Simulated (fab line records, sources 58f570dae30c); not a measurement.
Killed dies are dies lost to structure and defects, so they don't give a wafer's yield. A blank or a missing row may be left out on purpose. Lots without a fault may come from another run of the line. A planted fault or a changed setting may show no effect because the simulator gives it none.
Chamber matching | flow berkeley_cmos170 | UCB170_GATE_ETCH_15 on rie_si-02: 4 sister chambers
The step etches poly-Si in HBr/Cl2, stops on SiO2, time 56.3 s, target depth 278.2 nm. 4 wafers are shown with their chamber, then 6 later ones without.

WAFERS WITH THEIR CHAMBER
wafer  | chamber | rf_fwd_power_W (W)
L859.1 | 0       | 297.1
L859.5 | 2       | 299.6
L862.1 | 3       | 298.1
L862.4 | 1       | 296.6

WAFERS WITHOUT THEIR CHAMBER
wafer  | rf_fwd_power_W (W)
L862.5 | 297.3
L863.2 | 295.9
L863.5 | 297.3
L863.6 | 298.3
L867.4 | 298.6
L867.5 | 298.2

WHICH CHAMBER EACH WENT THROUGH
wafer  | from the rows above          | in truth
L862.5 | can't be placed: 0 or 1 or 3 | 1
L863.2 | can't be placed: 1 or 0      | 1
L863.5 | can't be placed: 0 or 1 or 3 | 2
L863.6 | 3                            | 3
L867.4 | can't be placed: 3 or 2      | 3
L867.5 | 3                            | 3
Placed correctly: 2 of 6. Can't be placed from these rows: 4 (the true chamber is among the candidates in 3). Placed wrongly: 0.
How it was worked out, from the rows above alone: a wafer's distance from a chamber is the root of the sum, over the readings, of the square of ((its reading less the chamber's mean) divided by the reading's scatter). The wafer belongs to the nearest chamber; if the next one is less than 2 further off, it can't be placed. A chamber's mean is the mean of its shown wafers. The scatter: with one shown wafer a chamber, the root of the mean of the squares of how far each hidden wafer lies from its nearest shown one.
